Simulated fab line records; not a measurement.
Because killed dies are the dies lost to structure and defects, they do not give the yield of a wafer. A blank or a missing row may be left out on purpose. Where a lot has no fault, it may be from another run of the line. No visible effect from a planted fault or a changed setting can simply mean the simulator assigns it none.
A struck lot beside a sound one + flow berkeley-cmos170 + 15 steps out of a route of 331
Sound: the wafers L477.1, L477.2, L477.6. Struck: wafers L491.1, L491.4, L491.5. The cause comes at the end.
Order at every step that has rows: each side's tool, ch and its chambers, its first start. Under that, the readings that differ: sound wafers + struck wafers + difference of the means + sigmas: that difference in standard deviations of wafers without a fault.
alike: readings whose means differ by less than 2 such deviations, and words and numbers that are the same on both sides. not compared: withheld readings, readings that some wafer has no value for, bounds like >300 that may hide the same value, and numbers for which the record gives no deviation and whose values overlap.
The two part at a step that has a row with sigmas, a row that says differs or no value, or rows on one side only. Non-overlapping numbers with no deviation appear without sigmas and do not part them. A reading missing from all wafers of one side parts the sides only when that side holds two or more wafers.

first, 4 steps without rows for these wafers: UCB170_ZERO_SOFTBAKE_02 (time 60 s); UCB170_ZERO_EXPOSE_03 (exposes mask PM MARKS, target cd 4000 nm); UCB170_ZERO_PEB_04; UCB170_ZERO_DEVELOP_05 (develop time 45 s).
UCB170_ZERO_ETCH_06: etches SiO2 in CHF3/CF4/Ar, time 12 s.
  sound on rie-diel-01 ch 0,1, day 3 20:56; struck on rie-diel-04 ch 1,3, day 6 13:56
| reading                | sound          | struck         | difference | sigmas |
|------------------------|----------------|----------------|------------|--------|
| throttle-valve-pct (%) | 8.97 8.97 8.98 | 9.33 9.26 9.25 | +0.31      | +2     |
  alike: drypump-motor-current-A, oes-product-au
  not compared: rf-hours-counter-h
UCB170_ZERO_STRIP_07: strips in O2.
  sound on plasma-asher-02 ch 0,1, day 3 20:57; struck on plasma-asher-03 ch 0,1, day 6 13:58
  alike: drypump-motor-current-A, oes-product-au, strip-time-to-endpoint-s
  not compared: rf-hours-counter-h
then, 2 steps without rows for these wafers: UCB170_NWELL_WET_ETCH_00 (etches SiO2 in dHF, time 200 s); UCB170_NWELL_OXIDATION_01 (target thk 26.4 nm, ox time 1260 s).
UCB170_NWELL_THK_MEAS_02:
  struck on film-metro-02, day 6 19:19; sound on film-metro-01, day 4 03:33
  alike: NWELL_OXIDE_THK
then, 2 steps without rows for these wafers: UCB170_NWELL_ANNEAL_03 (time 900 s); UCB170_NWELL_CVD_04 (deposits Si3N4 from SiH2Cl2/NH3, target thk 224 nm, time 3360 s).
UCB170_NWELL_THK_MEAS_05:
  struck on film-metro-02, day 7 04:50; sound on film-metro-01, day 4 10:50
  alike: NWELL_NITRIDE_THK
UCB170_NWELL_HMDS_06: prime time 60 s.
  sound on litho-track-02 ch 0, day 4 10:59; struck on litho-track-01 ch 0, day 7 04:53
| reading          | sound               | struck            | difference | sigmas |
|------------------|---------------------|-------------------|------------|--------|
| prime-temp-c (C) | 99.94 100.11 100.07 | 97.98 97.79 97.67 | -2.23      | -15    |
  alike: resist-line-temp-C
then, 1 step without rows for these wafers: UCB170_NWELL_COAT_07 (resist thk 900 nm).
UCB170_M3_PROBE_99:
  rows exist in the record for the sound wafers here (prober-01, day 10 08:26), none for the struck ones

WHERE THEY PART
Earliest at UCB170_ZERO_ETCH_06; latest, in this record, at UCB170_M3_PROBE_99.

WHY: what the simulator had put in
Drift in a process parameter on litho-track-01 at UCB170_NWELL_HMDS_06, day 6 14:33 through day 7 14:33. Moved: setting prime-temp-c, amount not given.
